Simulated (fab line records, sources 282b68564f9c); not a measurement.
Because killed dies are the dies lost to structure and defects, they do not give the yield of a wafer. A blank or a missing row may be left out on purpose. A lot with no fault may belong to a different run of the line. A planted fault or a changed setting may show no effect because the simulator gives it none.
The tool behind it: which one? / flow ritCmos / Sampling: 7 lots, 21 wafers, 4 of 202 route steps

== WHAT EACH GAUGE READ, for each wafer ==
RIT_NSD_TW_MEAS_10.
lot=L261; measured=day 4 00:49; on=filmMetro-02; NSD_TW=3138 3141 3149
lot=L263; measured=day 4 18:44; on=filmMetro-03; NSD_TW=3138 3129 3120
lot=L268; measured=day 5 15:13; on=filmMetro-02; NSD_TW=3131 3110 3104
lot=L271; measured=day 6 07:01; on=filmMetro-03; NSD_TW=3162 3129 3128
lot=L272; measured=day 6 15:44; on=filmMetro-03; NSD_TW=3256 3239 3244
lot=L274; measured=day 6 15:31; on=filmMetro-02; NSD_TW=3142 3136 3131
lot=L281; measured=day 7 15:16; on=filmMetro-01; NSD_TW=3157 3137 3140

== EACH LOT AND THE TOOL THAT RAN IT (in order: tool; ch and the chambers of the sampled wafers; start) ==
lot=L261; RIT_NWELL_STRIP_09=plasmaAsher-01 ch 0,1, day 2 07:11; RIT_PRETRO_STRIP_09=plasmaAsher-02 ch 0,1, day 2 21:57; RIT_NSD_IMPLANT_08=implanter-03 ch 0, day 4 00:31
lot=L263; RIT_NWELL_STRIP_09=plasmaAsher-01 ch 0,1, day 3 01:29; RIT_PRETRO_STRIP_09=plasmaAsher-04 ch 0,1, day 3 15:44; RIT_NSD_IMPLANT_08=implanter-03 ch 0, day 4 18:26
lot=L268; RIT_NWELL_STRIP_09=plasmaAsher-01 ch 0,1, day 3 21:13; RIT_PRETRO_STRIP_09=plasmaAsher-04 ch 0,1, day 4 12:20; RIT_NSD_IMPLANT_08=implanter-01 ch 0, day 5 14:53
lot=L271; RIT_NWELL_STRIP_09=plasmaAsher-01 ch 0,1, day 4 17:27; RIT_PRETRO_STRIP_09=plasmaAsher-03 ch 0,1, day 5 11:04; RIT_NSD_IMPLANT_08=implanter-01 ch 0, day 6 06:41
lot=L272; RIT_NWELL_STRIP_09=plasmaAsher-04 ch 0,1, day 5 01:00; RIT_PRETRO_STRIP_09=plasmaAsher-03 ch 0,1, day 5 14:01; RIT_NSD_IMPLANT_08=implanter-01 ch 0, day 6 15:25
lot=L274; RIT_NWELL_STRIP_09=plasmaAsher-03 ch 0,1, day 5 01:35; RIT_PRETRO_STRIP_09=plasmaAsher-04 ch 0,1, day 5 14:20; RIT_NSD_IMPLANT_08=implanter-03 ch 0, day 6 15:14
lot=L281; RIT_NWELL_STRIP_09=plasmaAsher-01 ch 0,1, day 6 07:41; RIT_PRETRO_STRIP_09=plasmaAsher-03 ch 1, day 6 19:07; RIT_NSD_IMPLANT_08=implanter-04 ch 0, day 7 14:56
- RIT_NWELL_STRIP_09: strips in O2, time 180 s.
- RIT_PRETRO_STRIP_09: strips in O2, time 180 s.
- RIT_NSD_IMPLANT_08

== THE ANSWER, worked out from the rows above alone ==
Rule: the lots themselves supply what counts as usual. The widest of any qualifying gaps counts: lots, ordered by their means at a reading, are off when they make up no more than a third of the lots, leave a main group of 4 or more, and stand apart from it by 3 or more times the standard deviation of that group's means. A main group is skipped when, at the precision printed for the reading in the tables above, its means are all equal. Also off: a lot with no number at a reading for which 4 or more lots have one. Where the step has rows for the other lots, those lots are counted as sound.
Off: at RIT_NSD_TW_MEAS_10 (NSD_TW), L272. Mean 3135 and standard deviation 10 in the main group.
If a tool, at a process step before that reading, ran all the lots that are off and no sound lot after the first of them, it fits. Gauges at RIT_NSD_TW_MEAS_10: tried the same way as those tools. Can't be told from this: 3 tools fit, plasmaAsher-04 at RIT_NWELL_STRIP_09, implanter-01 at RIT_NSD_IMPLANT_08, filmMetro-03 at RIT_NSD_TW_MEAS_10.

== WHAT THE SIMULATOR HAD INSERTED ==
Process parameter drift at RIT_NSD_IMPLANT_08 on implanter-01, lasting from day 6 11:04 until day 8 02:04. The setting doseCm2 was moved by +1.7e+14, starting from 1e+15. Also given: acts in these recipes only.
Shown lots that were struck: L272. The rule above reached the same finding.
